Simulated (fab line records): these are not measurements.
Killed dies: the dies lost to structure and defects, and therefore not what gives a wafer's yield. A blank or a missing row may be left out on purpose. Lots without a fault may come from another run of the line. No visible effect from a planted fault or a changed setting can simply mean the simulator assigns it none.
fab line records	flow rit_cmos
record lots=6	wafers=18	last_day=6
route steps=202 shown CONTACT@172 M1@184
lots that met no fault: from a run of the same line without faults
start_h: hours from the record's first day to the start of the lot's first wafer shown	wait_h: hours since the lot's step before	" as in the row above	L1.1+2: several wafers, shown together as one row	- no value, or no start was given	* or withheld: withheld	< > ~ a bound
route shown NAME@n: NAME is a module with steps in the file, n the number in the route of the first one	usual: mean/standard deviation taken from wafers without a fault	same: alike in all rows	chamber/n: place in a boat	sites: readings site by site	_std_site: the values' standard deviation	_edge_site: the outer-site mean with the inner-site mean subtracted	radius_mm: for every site, how far away it sits from the centre of the wafer	mask NAME#n: copy n	behind: the tool/chamber that last shaped the wafer	hold: why the lot was held/for how many hours/how that ended	device: the n, p or np transistor that did not switch	end of line: tests run on the same wafers once the route is complete	for a step that has no rows: nothing shown but its recipe	killed: the dies lost at the first sort to structure and to defects; this is not the yield of the wafer	map: per-die view of a wafer (x killed, . not killed, _ where there is no die)
set.NAME: the setting as run; set.NAME@STEP: as run at that earlier step	model.NAME: the simulator's own value behind a step, which no gauge read
lots at some steps of the route; a table a step, a row a wafer
services: a tool's chamber out of use, with start hour (start_h, from the record's first day; less than 0 if before it), hours out, and reason
## steps
# step RIT_CONTACT_SOFTBAKE_04
# recipe resist=NOVOLAK	temp_c=90	time_s=60
# step RIT_CONTACT_EXPOSE_05
# recipe mask_id=M11	na=0.6	source_shape=conventional	sigma_outer=0.5	target_cd_nm=1000	dose_mj=250
# step RIT_CONTACT_PEB_06
# recipe resist=NOVOLAK	temp_c=withheld	time_s=withheld
# step RIT_CONTACT_DEVELOP_07
# recipe resist=NOVOLAK	develop_time_s=120	dev_temp_c=24.23
# step RIT_CONTACT_CD_MEAS_08
# recipe target_cd_nm=1000
# usual cd_nm=1000.0/2.6
lot.wafer	tool	chamber	start_h	wait_h	cd_nm
L609.1	cd_sem-02	-	61.07	-	1001.6
L609.5	"	-	"	"	1000.0
L609.6	"	-	"	"	1001.2
L610.2	cd_sem-01	-	68.34	-	1002.5
L610.4	"	-	"	"	1001.2
L610.5	"	-	"	"	1002.3
L613.1	cd_sem-01	-	88.29	-	998.6
L613.2	"	-	"	"	998.0
L613.3	"	-	"	"	998.4
L615.3	cd_sem-01	-	102.58	-	1000.3
L615.4	"	-	"	"	1000.7
L615.5	"	-	"	"	1000.1
L619.2	cd_sem-01	-	115.06	-	1002.4
L619.4	"	-	"	"	1002.5
L619.6	"	-	"	"	1002.7
L622.2	cd_sem-01	-	127.47	-	1001.6
L622.3	"	-	"	"	1000.9
L622.4	"	-	"	"	1001.1
# step RIT_CONTACT_OVL_MEAS_09
# usual CONTACT_OVL=-1.1/1.9
lot.wafer	tool	chamber	start_h	wait_h	CONTACT_OVL[nm]
L609.1	overlay-02	-	61.19	0.1	-2.6
L609.5	"	-	"	"	-1.2
L609.6	"	-	"	"	-4.5
L610.2	overlay-01	-	68.45	0.1	-0.5
L610.4	"	-	"	"	-0.7
L610.5	"	-	"	"	1.0
L613.1	overlay-02	-	88.41	0.1	-0.3
L613.2	"	-	"	"	0.2
L613.3	"	-	"	"	-1.3
L615.3	overlay-01	-	102.67	0.1	0.8
L615.4	"	-	"	"	-0.1
L615.5	"	-	"	"	0.0
L619.2	overlay-02	-	115.16	0.1	-5.1
L619.4	"	-	"	"	-3.6
L619.6	"	-	"	"	-5.0
L622.2	overlay-01	-	127.58	0.1	-1.2
L622.3	"	-	"	"	-1.7
L622.4	"	-	"	"	-1.5
# step RIT_CONTACT_HARDBAKE_10
# recipe resist=NOVOLAK	temp_c=140	time_s=60
# step RIT_CONTACT_ETCH_11
# recipe target_depth_a=4800	over_etch_frac=0.2	stop_on=TiSi2	chemistry=CHF3/CF4/Ar	target=SiO2	CHF3_flow_sccm=50	cf4_flow_sccm=10	Ar_flow_sccm=100	O2_flow_sccm=5	pressure_mtorr=100	rf_w=200	time_s=320
# usual cf4_flow_sccm=9.999/0.028	drypump_motor_current_A=5.51/0.3	oes_product_au=0.990/0.013	throttle_valve_pct=8.89/0.15
lot.wafer	tool	chamber	start_h	wait_h	cf4_flow_sccm	drypump_motor_current_A	oes_product_au	rf_hours_counter_h	throttle_valve_pct
L609.1	rie_diel-01	1	61.37	0.1	9.991	5.59	0.982	103	9.10
L609.5	"	0	"	"	10.047	4.88	0.988	-	8.89
L609.6	"	3	"	"	10.005	5.48	0.991	-	8.85
L610.2	rie_diel-01	1	68.63	0.1	10.022	5.62	0.970	103	9.11
L610.4	"	0	"	"	10.051	4.93	1.001	153	8.89
L610.5	"	1	"	"	10.018	5.60	0.976	-	9.11
L613.1	rie_diel-03	3	88.59	0.1	10.015	5.37	1.010	70	8.86
L613.2	"	1	"	"	10.033	5.29	0.980	139	9.00
L613.3	"	0	"	"	10.013	5.71	0.996	88	9.09
L615.3	rie_diel-03	2	102.84	0.1	10.017	5.89	0.986	63	8.80
L615.4	"	0	"	"	9.957	5.71	0.992	88	9.09
L615.5	"	0	"	"	10.023	5.73	1.010	-	9.09
L619.2	rie_diel-01	0	115.39	0.1	10.000	4.89	0.991	154	8.89
L619.4	"	3	"	"	9.984	5.49	1.002	3	8.84
L619.6	"	3	"	"	9.997	5.50	1.004	-	8.85
L622.2	rie_diel-03	2	127.85	0.1	9.958	5.88	0.991	64	8.82
L622.3	"	3	"	"	9.995	5.38	1.007	71	8.86
L622.4	"	0	"	"	9.992	5.70	1.002	89	9.09
# step RIT_CONTACT_STRIP_12
# recipe chemistry=O2	time_s=180	resist=NOVOLAK	platen_temp_c=withheld	power_w=500	pressure_mtorr=4000	o2_flow_sccm=4000
# usual drypump_motor_current_A=5.8/0.36
lot.wafer	tool	chamber	start_h	wait_h	drypump_motor_current_A	rf_hours_counter_h
L609.1	plasma_asher-04	1	61.57	0.1	5.4	43
L609.5	"	1	"	"	5.4	-
L609.6	"	0	"	"	5.5	-
L610.2	plasma_asher-04	1	68.82	0.1	5.4	43
L610.4	"	0	"	"	5.5	-
L610.5	"	0	"	"	5.6	-
L613.1	plasma_asher-03	1	88.79	0.1	5.4	44
L613.2	"	0	"	"	6.1	44
L613.3	"	1	"	"	5.4	-
L615.3	plasma_asher-01	1	103.09	0.2	6.3	-
L615.4	"	0	"	"	6.2	-
L615.5	"	0	"	"	6.2	-
L619.2	plasma_asher-03	0	115.59	0.1	6.1	47
L619.4	"	0	"	"	6.1	-
L619.6	"	0	"	"	6.1	-
L622.2	plasma_asher-04	0	128.04	0.1	5.5	50
L622.3	"	0	"	"	5.5	-
L622.4	"	1	"	"	5.4	-
# step RIT_CONTACT_CD_MEAS_90
# recipe target_cd_nm=1000
# usual cd_nm=1000.0/2.6
lot.wafer	tool	chamber	start_h	wait_h	cd_nm
L609.1	cd_sem-01	-	61.74	0.1	1001.4
L609.5	"	-	"	"	999.7
L609.6	"	-	"	"	1000.7
L610.2	cd_sem-02	-	69.02	0.1	1002.4
L610.4	"	-	"	"	1001.2
L610.5	"	-	"	"	1001.6
L613.1	cd_sem-01	-	88.96	0.1	998.3
L613.2	"	-	"	"	997.7
L613.3	"	-	"	"	998.2
L615.3	cd_sem-01	-	103.25	0.1	1000.4
L615.4	"	-	"	"	1001.0
L615.5	"	-	"	"	1000.7
L619.2	cd_sem-01	-	115.85	0.2	1001.6
L619.4	"	-	"	"	1002.2
L619.6	"	-	"	"	1002.3
L622.2	cd_sem-01	-	128.35	0.2	1002.1
L622.3	"	-	"	"	1000.4
L622.4	"	-	"	"	1001.0
# step RIT_CONTACT_CLEAN_13
# recipe chemistry=SC1	mix=3:3:50	time_s=600	temp_c=75
# step RIT_CONTACT_CLEAN_14
# recipe chemistry=SC2	mix=3:3:50	time_s=600	temp_c=75	dry=n2_spin
# step RIT_M1_SPUTTER_00
# recipe material=Al	target_thk_nm=400	power_w=2000	chamber_pressure_pa=0.4	gas=Ar	time_s=500	substrate_temp_c=25
# usual throttle_valve_pct=30.6/1.2
lot.wafer	tool	chamber	start_h	wait_h	throttle_valve_pct	model.Al_of_M1_SPUTTER_00.thk_nm
L609.1	pvd_sputter-02	-	62.21	0.0	31.4	408.1
L609.5	"	-	"	"	30.3	394.3
L609.6	"	-	"	"	31.3	404.7
L610.2	pvd_sputter-01	-	69.47	0.0	31.2	396.6
L610.4	"	-	"	"	30.4	394.5
L610.5	"	-	"	"	30.5	392.4
L613.1	pvd_sputter-02	-	89.45	0.0	32.2	556.4
L613.2	"	-	"	"	30.3	560.6
L613.3	"	-	"	"	28.1	561.9
L615.3	pvd_sputter-02	-	103.68	0.0	30.2	556.3
L615.4	"	-	"	"	32.2	549.6
L615.5	"	-	"	"	31.4	565.4
L619.2	pvd_sputter-01	-	116.30	0.0	31.6	397.6
L619.4	"	-	"	"	29.2	402.4
L619.6	"	-	"	"	31.1	397.2
L622.2	pvd_sputter-03	-	128.80	0.0	31.3	397.5
L622.3	"	-	"	"	31.0	399.6
L622.4	"	-	"	"	29.7	397.1
# step RIT_M1_RS_MEAS_01
# recipe thk_meas_gauge=four-point-probe	reads=Al_of_M1_SPUTTER_00
# usual M1_AL_RS=0.0732/0.0011
lot.wafer	tool	chamber	start_h	wait_h	M1_AL_RS[ohm/sq]
L609.1	film_metro-03	-	62.51	0.1	0.0718
L609.5	"	-	"	"	0.0744
L609.6	"	-	"	"	0.0724
L610.2	film_metro-01	-	69.78	0.2	0.0742
L610.4	"	-	"	"	0.0745
L610.5	"	-	"	"	0.0749
L613.1	film_metro-03	-	89.74	0.1	0.0523
L613.2	"	-	"	"	0.0519
L613.3	"	-	"	"	0.0518
L615.3	film_metro-03	-	104.01	0.2	0.0524
L615.4	"	-	"	"	0.0531
L615.5	"	-	"	"	0.0515
L619.2	film_metro-01	-	116.61	0.2	0.0740
L619.4	"	-	"	"	0.0730
L619.6	"	-	"	"	0.0740
L622.2	film_metro-02	-	129.12	0.2	0.0738
L622.3	"	-	"	"	0.0735
L622.4	"	-	"	"	0.0739
# step RIT_M1_THK_MEAS_02
# recipe thk_meas_gauge=xrf	reads=Al_of_M1_SPUTTER_00
# usual M1_AL_THK=408/6.2
lot.wafer	tool	chamber	start_h	wait_h	M1_AL_THK[nm]
L609.1	film_metro-03	-	62.63	0.1	412
L609.5	"	-	"	"	398
L609.6	"	-	"	"	409
L610.2	film_metro-01	-	69.89	0.1	403
L610.4	"	-	"	"	402
L610.5	"	-	"	"	398
L613.1	film_metro-03	-	89.86	0.1	565
L613.2	"	-	"	"	568
L613.3	"	-	"	"	570
L615.3	film_metro-03	-	104.11	0.1	566
L615.4	"	-	"	"	558
L615.5	"	-	"	"	576
L619.2	film_metro-01	-	116.72	0.1	405
L619.4	"	-	"	"	414
L619.6	"	-	"	"	407
L622.2	film_metro-02	-	129.23	0.1	403
L622.3	"	-	"	"	406
L622.4	"	-	"	"	405
# step RIT_M1_HMDS_03
# recipe prime_time_s=60	prime_temp_c=140
# step RIT_M1_COAT_04
# recipe resist=NOVOLAK	spin_rpm=2000	resist_thk_nm=1300
# step RIT_M1_SOFTBAKE_05
# recipe resist=NOVOLAK	temp_c=90	time_s=60
# step RIT_M1_EXPOSE_06
# recipe mask_id=M12	na=0.6	source_shape=conventional	sigma_outer=0.5	target_cd_nm=2600	dose_mj=250
# step RIT_M1_PEB_07
# recipe resist=NOVOLAK	temp_c=withheld	time_s=withheld
# step RIT_M1_DEVELOP_08
# recipe resist=NOVOLAK	develop_time_s=65.5	dev_temp_c=23
# step RIT_M1_CD_MEAS_09
# recipe target_cd_nm=2600
# usual cd_nm=2600.2/2.2
lot.wafer	tool	chamber	start_h	wait_h	cd_nm
L609.1	cd_sem-01	-	63.57	-	2599.3
L609.5	"	-	"	"	2601.7
L609.6	"	-	"	"	2602.7
L610.2	cd_sem-01	-	70.97	-	2598.9
L610.4	"	-	"	"	2598.9
L610.5	"	-	"	"	2598.7
L613.1	cd_sem-01	-	91.05	-	2601.0
L613.2	"	-	"	"	2600.2
L613.3	"	-	"	"	2601.1
L615.3	cd_sem-01	-	105.30	-	2598.4
L615.4	"	-	"	"	2599.7
L615.5	"	-	"	"	2600.4
L619.2	cd_sem-01	-	117.67	-	2602.1
L619.4	"	-	"	"	2597.6
L619.6	"	-	"	"	2599.0
L622.2	cd_sem-01	-	130.28	-	2599.7
L622.3	"	-	"	"	2601.8
L622.4	"	-	"	"	2602.4
# step RIT_M1_OVL_MEAS_10
# usual M1_OVL=0.2/1.2
lot.wafer	tool	chamber	start_h	wait_h	M1_OVL[nm]
L609.1	overlay-01	-	63.69	0.1	0.0
L609.5	"	-	"	"	0.7
L609.6	"	-	"	"	0.5
L610.2	overlay-02	-	71.07	0.1	-0.3
L610.4	"	-	"	"	-0.3
L610.5	"	-	"	"	-0.8
L613.1	overlay-02	-	91.17	0.1	-1.1
L613.2	"	-	"	"	1.1
L613.3	"	-	"	"	-0.5
L615.3	overlay-01	-	105.40	0.1	0.0
L615.4	"	-	"	"	-1.2
L615.5	"	-	"	"	0.0
L619.2	overlay-02	-	117.78	0.1	0.4
L619.4	"	-	"	"	1.0
L619.6	"	-	"	"	0.5
L622.2	overlay-01	-	130.39	0.1	-0.1
L622.3	"	-	"	"	2.3
L622.4	"	-	"	"	-0.5
# step RIT_M1_HARDBAKE_11
# recipe resist=NOVOLAK	temp_c=140	time_s=120
# step RIT_M1_METAL_ETCH_12
# recipe stop_on=SiO2	chemistry=Cl2/BCl3	target=Al	time_s=165	over_etch_frac=0.5	pressure_mtorr=100	target_depth_a=6000	rf_w=250	Cl2_flow_sccm=60	bcl3_flow_sccm=50
# usual drypump_motor_current_A=5.9/0.36	oes_product_au=0.767/0.014	throttle_valve_pct=8.29/0.073
lot.wafer	tool	chamber	start_h	wait_h	drypump_motor_current_A	oes_product_au	rf_hours_counter_h	throttle_valve_pct
L609.1	rie_metal-02	1	63.97	0.2	6.2	0.750	2.3	8.18
L609.5	"	1	"	"	6.2	0.751	-	8.17
L609.6	"	0	"	"	5.3	0.792	-	8.37
L610.2	rie_metal-03	1	71.35	0.2	6.0	0.749	4.5	8.30
L610.4	"	0	"	"	6.2	0.776	-	8.37
L610.5	"	0	"	"	6.2	0.779	-	8.37
L613.1	rie_metal-03	1	91.45	0.2	6.0	0.911	4.7	8.28
L613.2	"	0	"	"	6.2	0.961	4.7	8.35
L613.3	"	0	"	"	6.2	0.957	-	8.34
L615.3	rie_metal-02	1	105.72	0.2	6.2	0.924	-	8.13
L615.4	"	0	"	"	5.3	0.938	-	8.34
L615.5	"	1	"	"	6.2	0.930	-	8.13
L619.2	rie_metal-03	0	118.06	0.2	6.2	0.782	5.0	8.37
L619.4	"	0	"	"	6.2	0.785	-	8.36
L619.6	"	1	"	"	6.0	0.744	-	8.30
L622.2	rie_metal-03	0	130.67	0.2	6.2	0.783	5.2	8.38
L622.3	"	0	"	"	6.2	0.782	-	8.39
L622.4	"	1	"	"	6.0	0.745	-	8.28
# step RIT_M1_STRIP_13
# recipe chemistry=nmp	resist=NOVOLAK	temp_c=80	time_s=600	dry=n2_spin
# step RIT_M1_PROBE_99
lot.wafer	tool	chamber	start_h	wait_h	model.etest.m1_comb_over_steps.leak_log10_a_um	model.etest.ring.quiet_log10_a	model.etest.m1_comb_over_steps.over_limit	model.etest.ring.over_limit	model.etest.m1.rs_ohm_sq	model.etest.antenna_m1.vt_shift_v
L609.1	prober-02	-	66.60	0.1	-12.73	-7.761	0	0	0.07082	-0.012
L609.5	prober-02	-	66.80	0.2	-12.86	-7.855	0	0	0.07326	-0.02031
L609.6	prober-02	-	66.85	0.2	-12.85	-7.875	0	0	0.07225	-0.01299
L610.2	prober-01	-	73.65	0.1	-12.73	-7.78	0	0	0.07314	-0.008357
L610.4	prober-01	-	73.75	0.2	-12.79	-7.865	0	0	0.07354	-0.01036
L610.5	prober-01	-	73.80	0.2	-12.87	-7.803	0	0	0.07437	-0.008576
L613.1	prober-02	-	95.68	0.1	-	-	1	1	0.05222	-0.0009181
L613.2	prober-02	-	95.73	0.1	-	-	1	1	0.0516	-0.0008133
L613.3	prober-02	-	95.78	0.2	-	-	0	1	-	-
L615.3	prober-02	-	108.02	0.2	-9.393	-7.356	0	0	0.05205	-0.008972
L615.4	prober-02	-	108.07	0.2	-6.59	-4.722	0	0	0.05283	-0.006391
L615.5	prober-02	-	108.12	0.2	-8.23	-6.41	0	0	0.05126	-0.002489
L619.2	prober-02	-	120.42	0.1	-12.8	-8.041	0	0	0.07307	-0.006137
L619.4	prober-02	-	120.52	0.2	-12.86	-7.949	0	0	0.0723	-0.01125
L619.6	prober-02	-	120.62	0.2	-12.88	-8.22	0	0	0.07324	-0.01232
L622.2	prober-01	-	132.99	0.1	-12.8	-7.838	0	0	0.07304	-0.01131
L622.3	prober-01	-	133.04	0.2	-12.72	-7.932	0	0	0.07298	-0.01226
L622.4	prober-01	-	133.09	0.2	-12.74	-8.088	0	0	0.07307	-0.008916
# killed by level:class
L609.1 GATE:geometric_particle:short=2 GATE:geometric_particle:open=2 SPACER:geometric_particle:open=1 SILICIDE:geometric_particle:short=1
L609.5 GATE:geometric_particle:open=4 GATE:geometric_particle:short=1
L609.6 GATE:geometric_particle:short=5 GATE:geometric_particle:open=3 FOX1:geometric_particle:short=1 FOX2:geometric_particle:open=1 SPACER:geometric_particle:short=1 SILICIDE:geometric_particle:open=1
L610.2 REOX:geometric_particle:short=3 GATE:geometric_particle:open=2 FOX2:geometric_particle:short=1 GATE:geometric_particle:short=1
L610.4 FOX1:geometric_particle:short=1 GATE:geometric_particle:open=1 SPACER:geometric_particle:short=1 SPACER:geometric_particle:open=1
L610.5 REOX:geometric_particle:short=5 SPACER:geometric_particle:open=2 FOX1:geometric_particle:open=1 FOX2:geometric_particle:short=1 GATE:geometric_particle:short=1 GATE:geometric_particle:open=1 REOX:geometric_particle:open=1 SILICIDE:geometric_particle:short=1
L615.3 REOX:geometric_particle:short=2 FOX1:geometric_particle:short=1 GATE:geometric_particle:open=1 SILICIDE:geometric_particle:open=1
L615.4 GATE:geometric_particle:open=2 FOX2:geometric_particle:open=1 GATE:geometric_particle:short=1 REOX:geometric_particle:short=1 SPACER:geometric_particle:short=1 M1:area_etch=1
L615.5 FOX1:geometric_particle:short=2 FOX1:geometric_particle:open=2 GATE:geometric_particle:short=2 FOX2:geometric_particle:short=1 GATE:geometric_particle:open=1 REOX:geometric_particle:short=1 SPACER:geometric_particle:open=1 SPACER:geometric_particle:short=1
L619.2 GATE:geometric_particle:short=3 FOX2:geometric_particle:short=2 GATE:geometric_particle:open=2 FOX1:geometric_particle:short=1 FOX1:geometric_particle:open=1 REOX:geometric_particle:open=1 SPACER:geometric_particle:open=1 SILICIDE:geometric_particle:short=1
L619.4 REOX:geometric_particle:open=4 GATE:geometric_particle:open=3 FOX1:geometric_particle:short=2 SILICIDE:geometric_particle:short=2 FOX1:geometric_particle:open=1 SPACER:geometric_particle:open=1 SPACER:geometric_particle:short=1 SILICIDE:geometric_particle:open=1
L619.6 GATE:geometric_particle:short=2 GATE:geometric_particle:open=2 SILICIDE:geometric_particle:open=2 FOX1:geometric_particle:short=1 FOX2:geometric_particle:short=1 SILICIDE:geometric_particle:short=1
L622.2 ACTIVE:geometric_particle:open=1 GATE:geometric_particle:open=1 GATE:geometric_particle:short=1 CONTACT:geometric_particle:open=1
L622.3 GATE:geometric_particle:short=3 SILICIDE:geometric_particle:open=2 GATE:geometric_particle:open=1 REOX:geometric_particle:open=1 SPACER:geometric_particle:short=1 CONTACT:geometric_particle:short=1
L622.4 GATE:geometric_particle:short=3 REOX:geometric_particle:open=1
## services
tool	chamber	start_h	hours	kind
plasma_asher-04	-	45.41	3.7	repair
pvd_sputter-03	-	51.45	4.5	repair
pvd_sputter-03	-	62.24	0.7	repair
rie_diel-03	2	82.30	8.4	repair
plasma_asher-01	-	89.01	4.5	repair
pvd_sputter-03	-	97.53	30.8	repair
pvd_sputter-03	-	103.34	1.7	repair
rie_diel-01	1	105.21	3.9	repair
plasma_asher-01	-	108.92	9.0	pm
plasma_asher-01	0	108.92	9.0	vent_cycle
plasma_asher-01	1	108.92	9.0	vent_cycle
plasma_asher-01	0	117.92	-	clean
plasma_asher-01	1	117.92	-	clean
plasma_asher-01	-	121.35	15.5	repair
## key
first_sign step=RIT_M1_RS_MEAS_01	reading=M1_AL_RS	direction=down	sigmas=20	usual=0.0732	struck=0.0522
effect step=RIT_M1_THK_MEAS_02	reading=M1_AL_THK	direction=up	sigmas=26	usual=408	struck=567
effect step=RIT_M1_METAL_ETCH_12	reading=oes_product_au	direction=up	sigmas=12	usual=0.767	struck=0.937
model_effect step=RIT_M1_SPUTTER_00	value=Al_of_M1_SPUTTER_00.thk_nm	without=399	struck=558.4
model_effect step=RIT_M1_PROBE_99	value=etest.m1_comb_over_steps.leak_log10_a_um	without=-12.77	struck=-8.071
met_at RIT_M1_SPUTTER_00
struck_wafers L613.1,L613.2,L613.3,L615.3,L615.4,L615.5
later_rows_left_out L613.3
sort_left_out L613.1,L613.2,L613.3
tester_left_out L613,L615
onset_between 62.21 89.45
earlier_fault kind=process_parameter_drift	tool=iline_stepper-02	chamber=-	onset_h=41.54	steps=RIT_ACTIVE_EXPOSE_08	channel=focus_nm	offset=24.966	spread_by_wafer=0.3	shape=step	end_h=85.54
fault kind=process_parameter_drift	tool=pvd_sputter-02	chamber=-	onset_h=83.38	steps=RIT_M1_SPUTTER_00	channel=target_thk_nm	offset=159.34	shape=step	stated=400
# tester_left_out: of these lots the tester's yield and bins aren't shown, on N5 and GAA mostly nor the transistor test; their killed dies are dies lost to structure and defects alone, not to doping, threshold or leakage, so they don't give the yield
# sort_left_out: the simulated sort isn't trusted on such a fault, so these wafers' sort isn't shown, and their yield isn't known
# later_rows_left_out: the simulator's readings of these wafers behind a module that went badly wrong aren't trusted and aren't shown, but for the sort
